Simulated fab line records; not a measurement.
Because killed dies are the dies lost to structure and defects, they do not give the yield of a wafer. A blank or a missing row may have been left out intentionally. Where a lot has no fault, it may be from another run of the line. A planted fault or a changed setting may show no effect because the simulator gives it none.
fab line records | flow ritCmos
[record] lots = 13 wafers = 39 lastDay = 7
route steps=202 shown PRETRO@72 M1@202
lots untouched by any fault: they come from a run of this same line in which no faults occurred
startH: hours from the record's first day to the start of the lot's first wafer shown | waitH: hours elapsed since this lot's preceding step | " the same as in the row above | L1.1+2: a single row standing in for several wafers | - no value, or no start given | * or withheld: withheld | < > ~ a bound
route shown NAME@n: names a module that has steps shown in the file, with the first one's number in the route | usual: mean/standard deviation taken from wafers without a fault | same: alike in all rows | chamber/n: place in a boat | sites: per-site readings | _std_site: standard deviation across them | _edge_site: inner sites' mean taken away from outer sites' mean | radiusMm: how far each site lies from the wafer's centre | mask NAME#n: copy n | behind: the most recent tool/chamber to have shaped the wafer | hold: why the lot went on hold/how many hours it stayed there/how the hold came to an end | device: transistor that didn't switch, given as n, p or np | end of line: the tests these same wafers got at the end of their route | a step without rows: its recipe alone | killed: the dies lost at the first sort to structure and to defects; this is not the yield of the wafer | map: dies across one wafer; x = killed, . = not, _ = none there
set.NAME: the run value of the setting; set.NAME@STEP: its run value at that earlier step | model.NAME: the simulator's own value behind a step, which no gauge read
route steps across a sampled set of lots; one table per step, one row per wafer
services: when a tool's chamber went out of use (startH, in hours from the record's first day, below 0 if earlier), for how many hours, and the reason
[[steps]]
[step RIT_PRETRO_IMPLANT_08]
[recipe] species = B energyKev = 45 doseCm2 = 1.2e+13 tiltDeg = 7
[usual] beamEnergyKeV = 44.996/0.014
// columns lot.wafer tool chamber startH waitH beamEnergyKeV
L416.4 implanter-02 0 32.32 0.2 44.985
L416.5 " 0 " " 44.969
L416.6 " 0 " " 44.990
L417.2 implanter-02 0 36.11 0.2 45.003
L417.3 " 0 " " 44.996
L417.4 " 0 " " 44.995
L420.4 implanter-02 0 51.71 0.2 39.771
L420.5 " 0 " " 39.772
L420.6 " 0 " " 39.771
L421.2 implanter-02 0 57.93 0.2 39.759
L421.4 " 0 " " 39.740
L421.5 " 0 " " 39.728
L425.2 implanter-02 0 76.00 0.2 39.769
L425.5 " 0 " " 39.756
L425.6 " 0 " " 39.763
L427.1 implanter-01 0 85.92 0.2 45.017
L427.5 " 0 " " 45.000
L427.6 " 0 " " 45.009
L428.2 implanter-03 0 91.91 0.2 44.976
L428.3 " 0 " " 44.988
L428.6 " 0 " " 44.987
L430.2 implanter-03 0 101.71 0.2 44.963
L430.3 " 0 " " 44.986
L430.6 " 0 " " 44.994
L432.2 implanter-03 0 111.57 0.2 45.006
L432.5 " 0 " " 45.012
L432.6 " 0 " " 44.988
L433.2 implanter-01 0 116.71 0.2 45.000
L433.3 " 0 " " 45.015
L433.5 " 0 " " 45.011
L434.2 implanter-03 0 122.98 0.2 44.987
L434.4 " 0 " " 45.002
L434.5 " 0 " " 45.001
L438.3 implanter-01 0 141.60 0.2 44.977
L438.4 " 0 " " 44.991
L438.5 " 0 " " 44.989
L439.3 implanter-01 0 146.81 0.2 44.984
L439.4 " 0 " " 45.002
L439.6 " 0 " " 45.012
[step RIT_M1_PROBE_99]
[usual] killedAtContacts = 0.1/0.23 killedAtFrontEnd = 7.3/2.9 killedDies = 7.3/3 killedOpen = 3.6/1.8 killedShort = 3.7/2.1
[same] grossDies = 264 killed_at_M0_to_M3 = 0 killed_at_M4_up = 0 killedAtBackSide = 0 killedAtOther = 0
// columns lot.wafer tool chamber startH waitH killedAtContacts killedAtFrontEnd killedDies killedOpen killedShort
L425.2 prober-01 - 102.17 0.1 0 5 5 4 1
L425.5 prober-01 - 102.32 0.2 0 9 9 3 6
L425.6 prober-01 - 102.37 0.2 0 5 5 2 3
L434.2 prober-02 - 148.76 0.1 0 5 5 2 3
L434.4 prober-02 - 148.86 0.2 0 9 9 2 7
L434.5 prober-02 - 148.91 0.2 0 12 12 6 6
// killed by level:class
L425.2 GATE:geometricParticle:open=3 GATE:geometricParticle:short=1 REOX:geometricParticle:open=1
L425.5 GATE:geometricParticle:short=2 SPACER:geometricParticle:short=2 FOX1:geometricParticle:short=1 FOX2:geometricParticle:open=1 GATE:geometricParticle:open=1 SILICIDE:geometricParticle:open=1 SILICIDE:geometricParticle:short=1
L425.6 GATE:geometricParticle:short=2 FOX1:geometricParticle:short=1 FOX1:geometricParticle:open=1 REOX:geometricParticle:open=1
L434.2 FOX1:geometricParticle:open=1 FOX1:geometricParticle:short=1 GATE:geometricParticle:open=1 REOX:geometricParticle:short=1 SILICIDE:geometricParticle:short=1
L434.4 GATE:geometricParticle:short=3 FOX1:geometricParticle:short=2 FOX2:geometricParticle:short=1 FOX2:geometricParticle:open=1 GATE:geometricParticle:open=1 REOX:geometricParticle:short=1
L434.5 GATE:geometricParticle:short=3 GATE:geometricParticle:open=3 FOX1:geometricParticle:open=1 FOX1:geometricParticle:short=1 REOX:geometricParticle:open=1 SPACER:geometricParticle:open=1 SPACER:geometricParticle:short=1 SILICIDE:geometricParticle:short=1
[[services]]
// columns tool chamber startH hours kind
implanter-01 - 27.57 4.9 pm
implanter-03 - 34.26 3.4 repair
implanter-02 - 60.80 3.9 pm
implanter-01 - 77.97 2.8 repair
implanter-02 - 128.49 0.6 repair
implanter-02 - 143.28 3.6 repair
[[key]]
[firstSign] step = RIT_PRETRO_IMPLANT_08 reading = beamEnergyKeV direction = down sigmas = 99+ usual = 44.996 struck = 39.759
effect none on later readings
metAt RIT_PRETRO_IMPLANT_08
struckLots L420,L421,L425
testerLeftOut L420,L421,L425
onsetBetween 36.11 51.71
[fault] kind = processParameterDrift tool = implanter-02 chamber = - onsetH = 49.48 steps = RIT_PRETRO_IMPLANT_08 channel = energyKev offset = -5.228 shape = step endH = 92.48 actsIn = theseRecipesOnly stated = 45
// testerLeftOut: of these lots the tester's yield and bins aren't shown, on N5 and GAA mostly nor the transistor test; their killed dies are dies lost to structure and defects alone, not to doping, threshold or leakage, so they don't give the yield
